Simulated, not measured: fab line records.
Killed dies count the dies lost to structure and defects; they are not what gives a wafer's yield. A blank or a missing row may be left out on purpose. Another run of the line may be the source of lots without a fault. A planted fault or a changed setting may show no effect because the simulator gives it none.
Split-lot experiment || flow berkeley_cmos170 || on a route of 331 steps: 5 lots, 23 wafers read

ABOUT THE SPLIT
At UCB170_M3_SPUTTER_01 (material Al, target thk 900 nm, time 120 s), the setting power_w was moved away from the recipe's 6000 W on 5 of the 23 wafers read, by -6.8% to -5.8%. This setting was run at the recipe's value on the other wafers.

FROM THE SPLIT TO THE READING: what the file shows between them, 1 step
- UCB170_M3_RS_MEAS_02: measures by four-point-probe

THE READING
M3_AL_THK, in nm, at UCB170_M3_THK_MEAS_03 (measures by xrf). Typical for fault-free wafers on this fab line: 887 nm, with standard deviation 10 nm.

{"wafer": "L074.2", "tool, chamber at the split": "pvd_sputter-01, -", "power_w as run, W": 6000, "against the recipe": "recipe", "M3_AL_THK, nm": 876, "against lot-mates on the recipe": "-"}
{"wafer": "L074.3", "tool, chamber at the split": "pvd_sputter-01, -", "power_w as run, W": 6000, "against the recipe": "recipe", "M3_AL_THK, nm": 870, "against lot-mates on the recipe": "-"}
{"wafer": "L074.4", "tool, chamber at the split": "pvd_sputter-01, -", "power_w as run, W": 5651, "against the recipe": "-5.8%", "M3_AL_THK, nm": 818, "against lot-mates on the recipe": -55}
{"wafer": "L074.5", "tool, chamber at the split": "pvd_sputter-01, -", "power_w as run, W": 5651, "against the recipe": "-5.8%", "M3_AL_THK, nm": 819, "against lot-mates on the recipe": -54}
{"wafer": "L074.6", "tool, chamber at the split": "pvd_sputter-01, -", "power_w as run, W": 5651, "against the recipe": "-5.8%", "M3_AL_THK, nm": 821, "against lot-mates on the recipe": -52}
{"wafer": "L077.1", "tool, chamber at the split": "pvd_sputter-02, -", "power_w as run, W": 6000, "against the recipe": "recipe", "M3_AL_THK, nm": 889, "against lot-mates on the recipe": "-"}
{"wafer": "L077.3", "tool, chamber at the split": "pvd_sputter-02, -", "power_w as run, W": 6000, "against the recipe": "recipe", "M3_AL_THK, nm": 899, "against lot-mates on the recipe": "-"}
{"wafer": "L077.6", "tool, chamber at the split": "pvd_sputter-02, -", "power_w as run, W": 6000, "against the recipe": "recipe", "M3_AL_THK, nm": 885, "against lot-mates on the recipe": "-"}
{"wafer": "L082.1", "tool, chamber at the split": "pvd_sputter-01, -", "power_w as run, W": 6000, "against the recipe": "recipe", "M3_AL_THK, nm": 893, "against lot-mates on the recipe": "-"}
{"wafer": "L082.2", "tool, chamber at the split": "pvd_sputter-01, -", "power_w as run, W": 6000, "against the recipe": "recipe", "M3_AL_THK, nm": 887, "against lot-mates on the recipe": "-"}
{"wafer": "L082.3", "tool, chamber at the split": "pvd_sputter-01, -", "power_w as run, W": 6000, "against the recipe": "recipe", "M3_AL_THK, nm": 882, "against lot-mates on the recipe": "-"}
{"wafer": "L082.5", "tool, chamber at the split": "pvd_sputter-01, -", "power_w as run, W": 6000, "against the recipe": "recipe", "M3_AL_THK, nm": 891, "against lot-mates on the recipe": "-"}
{"wafer": "L082.6", "tool, chamber at the split": "pvd_sputter-01, -", "power_w as run, W": 6000, "against the recipe": "recipe", "M3_AL_THK, nm": 886, "against lot-mates on the recipe": "-"}
{"wafer": "L084.1", "tool, chamber at the split": "pvd_sputter-02, -", "power_w as run, W": 6000, "against the recipe": "recipe", "M3_AL_THK, nm": 891, "against lot-mates on the recipe": "-"}
{"wafer": "L084.3", "tool, chamber at the split": "pvd_sputter-02, -", "power_w as run, W": 6000, "against the recipe": "recipe", "M3_AL_THK, nm": 901, "against lot-mates on the recipe": "-"}
{"wafer": "L084.4", "tool, chamber at the split": "pvd_sputter-02, -", "power_w as run, W": 6000, "against the recipe": "recipe", "M3_AL_THK, nm": 893, "against lot-mates on the recipe": "-"}
{"wafer": "L084.5", "tool, chamber at the split": "pvd_sputter-02, -", "power_w as run, W": 6000, "against the recipe": "recipe", "M3_AL_THK, nm": 894, "against lot-mates on the recipe": "-"}
{"wafer": "L084.6", "tool, chamber at the split": "pvd_sputter-02, -", "power_w as run, W": 6000, "against the recipe": "recipe", "M3_AL_THK, nm": 898, "against lot-mates on the recipe": "-"}
{"wafer": "L085.1", "tool, chamber at the split": "pvd_sputter-02, -", "power_w as run, W": 6000, "against the recipe": "recipe", "M3_AL_THK, nm": 893, "against lot-mates on the recipe": "-"}
{"wafer": "L085.2", "tool, chamber at the split": "pvd_sputter-02, -", "power_w as run, W": 6000, "against the recipe": "recipe", "M3_AL_THK, nm": 896, "against lot-mates on the recipe": "-"}
{"wafer": "L085.3", "tool, chamber at the split": "pvd_sputter-02, -", "power_w as run, W": 5593, "against the recipe": "-6.8%", "M3_AL_THK, nm": 838, "against lot-mates on the recipe": -58}
{"wafer": "L085.5", "tool, chamber at the split": "pvd_sputter-02, -", "power_w as run, W": 5593, "against the recipe": "-6.8%", "M3_AL_THK, nm": 845, "against lot-mates on the recipe": -51}
{"wafer": "L085.6", "tool, chamber at the split": "pvd_sputter-02, -", "power_w as run, W": 6000, "against the recipe": "recipe", "M3_AL_THK, nm": 898, "against lot-mates on the recipe": "-"}

THE FIT
A straight line over all 23 wafers: M3_AL_THK changes by +9.74 nm for each +1% of power_w; r = +0.93; the points scatter about the line by 11 nm.
The same after taking each lot's own level away (the mean of its wafers on the recipe; 23 wafers): +8.62 nm for each +1%; r = +0.98; scatter 4.2 nm.
Per that fit: largest power_w move, reading shift of 58 nm.
The span of the lots' own levels, 873.0 to 895.7 nm, comes to 2.3 times the standard deviation stated above.
So the lot-to-lot level changes the slope: the two fits differ.
Check: -58.9 nm against its lot-mates is what the line predicts for one of the wafers moved furthest among these (-6.8%) when that wafer is left out of the fit. It came out at -57.7 nm against them.

THESE WAFERS: OTHER SPLITS
Before the reading, these wafers also passed through other splits. Each is held against what the fit with the lots' levels taken away leaves over:
{"other split on the same wafers": "UCB170_NSD_PEB_04 peb_temp_c", "wafers away from the commonest value": 6, "r with M3_AL_THK (lot level and that fit taken away)": -0.14}
{"other split on the same wafers": "UCB170_SILICIDE_SPUTTER_01 time_s", "wafers away from the commonest value": 7, "r with M3_AL_THK (lot level and that fit taken away)": -0.29}
{"other split on the same wafers": "UCB170_V1_CMP_02 leave_above_ref_nm", "wafers away from the commonest value": 7, "r with M3_AL_THK (lot level and that fit taken away)": -0.05}
{"other split on the same wafers": "UCB170_V1_EXPOSE_09 dose_mj", "wafers away from the commonest value": 10, "r with M3_AL_THK (lot level and that fit taken away)": "+0.24"}
{"other split on the same wafers": "UCB170_M2_SPUTTER_01 chamber_pressure_pa", "wafers away from the commonest value": 15, "r with M3_AL_THK (lot level and that fit taken away)": "+0.08"}
{"other split on the same wafers": "UCB170_M2_DEVELOP_14 develop_time_s", "wafers away from the commonest value": 8, "r with M3_AL_THK (lot level and that fit taken away)": "+0.25"}

THE WHOLE CHAIN: every reading that the file lists as answering this split, in the file's order
{"step": "UCB170_M3_SPUTTER_01", "what it does": "material Al, target thk 900 nm, time 120 s", "reading": "Al_of_M3_SPUTTER_01.thk_nm (the simulator's own value, which no gauge read)", "change (the file's fit)": "+8.41 nm for each +1% of the setting", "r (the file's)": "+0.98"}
{"step": "UCB170_M3_RS_MEAS_02", "what it does": "measures by four-point-probe", "reading": "M3_AL_RS", "change (the file's fit)": "-0.00033 for each +1% of the setting", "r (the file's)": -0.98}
{"step": "UCB170_M3_THK_MEAS_03", "what it does": "measures by xrf", "reading": "M3_AL_THK", "change (the file's fit)": "+8.52 for each +1% of the setting", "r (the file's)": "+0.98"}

FILE'S OWN FIT
M3_AL_THK changes by +8.52 nm for each +1% of power_w, r = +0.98.
